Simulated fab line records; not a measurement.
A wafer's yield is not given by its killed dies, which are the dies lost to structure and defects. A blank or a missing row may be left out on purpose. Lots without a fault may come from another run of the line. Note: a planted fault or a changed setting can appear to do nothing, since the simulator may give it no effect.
8D (eight disciplines) problem report, filled in by code -- flow berkeley_cmos170 -- the parts of the form that need people (team, actions taken, sign-off) are left out

== 1. THE ISSUE ==
Across 6 wafers from 2 lots, V1_TEOS_THK at UCB170_V1_THK_MEAS_01 averages 1796 nm, while fault-free wafers read 2009 nm with a standard deviation of 26. That is -8.2 standard deviations from the usual mean.
The first sign was on wafer L405.3 at day 12 03:43, on film_metro-03. The record holds 42 wafers of 14 lots with a number at this step. By rule, "out" or "out of limits" means more than 4 standard deviations away from the usual mean. All remaining wafers that have a number are taken as sound.

== 2. WHAT IT IS, AND WHAT IT ISN'T ==
question,is,is not
which readings at this step,V1_TEOS_THK,-
which lots,"L405, L407","L387, L389, L391, L392, L394, L395, L397, L399, L401, L406, L408, L410"
which wafers of those lots,all that have a number,-
read on which gauges,"film_metro-02, film_metro-03",film_metro-04
when,from day 12 03:43,"up to then (30 sound wafers); but 6 sound wafers of L408, L410 came after"

== 3. THE SUSPECTS, EACH WITH WHAT RULES IT OUT ==
Counting: a tool at a process step up to the reading stays a suspect if it ran every lot that is out and no sound lot after the first of them.
- the gauge at UCB170_V1_THK_MEAS_01 is ruled out. 2 gauges (film_metro-02, film_metro-03) read the wafers that are out.
- pecvd-04 at UCB170_V1_CVD_00 (deposits SiO2 from TEOS/O2, target thk 2000 nm, time 250 s): kept. It processed each lot that is out, first L405 at day 12 03:32, and no sound lot thereafter; up to then, the last sound lot it processed was L397 at day 10 17:26.
Left after counting: pecvd-04 at UCB170_V1_CVD_00.

== 4. THE CAUSE (what the simulator had put in) ==
Site profile drift: pecvd-04, from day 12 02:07 on, at UCB170_V1_CVD_00. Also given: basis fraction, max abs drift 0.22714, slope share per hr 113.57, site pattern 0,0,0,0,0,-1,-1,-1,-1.
Counting left only this tool.

== 5. SEQUENCE OF EFFECTS, ordered by route ==
One row per reading whose mean, taken over the struck wafers that have a number, lies over 3 standard deviations from the usual. Only readings whose record carries a usual standard deviation are examined. hours: median over the lots of the time between each lot's start at the first step of this table that gives one and its start at this step. sigmas: the change, counted in usual standard deviations.
hours,step,reading,usual,on struck wafers,change,sigmas
0,UCB170_V1_THK_MEAS_01,V1_TEOS_THK,2009 nm,1796,-213,-8.2
0,UCB170_V1_THK_MEAS_04,V1_POLISHED_THK,1000.7 nm,798.8,-201.9,-99 or more
3,UCB170_V1_ETCH_14,oes_product_au,0.878 a.u.,0.777,-0.101,-9.2
13,UCB170_M3_PROBE_99,sort_bin_3_pad_short,0.0 %,0.5,+0.5,+3.6
Its process steps:
- UCB170_V1_ETCH_14: etches SiO2 in CHF3/CF4/Ar, stops on Al, target depth 1250 nm, time 291 s.
- UCB170_M3_PROBE_99

== 6. WHAT WOULD HAVE CAUGHT IT SOONER ==
2 hours passed between the start of the fault at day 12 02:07 and the first reading out of limits at a measuring or inspecting step in this record, taken at day 12 03:43.
Tool readings at UCB170_V1_CVD_00 with a usual standard deviation given in the record: none out on any struck wafer, hence no alarm at a limit of 4 standard deviations on them.
Among the 2 lots that are out, L407 began UCB170_V1_CVD_00 on pecvd-04 after day 12 03:43. Holding the tool at that time would have saved it.
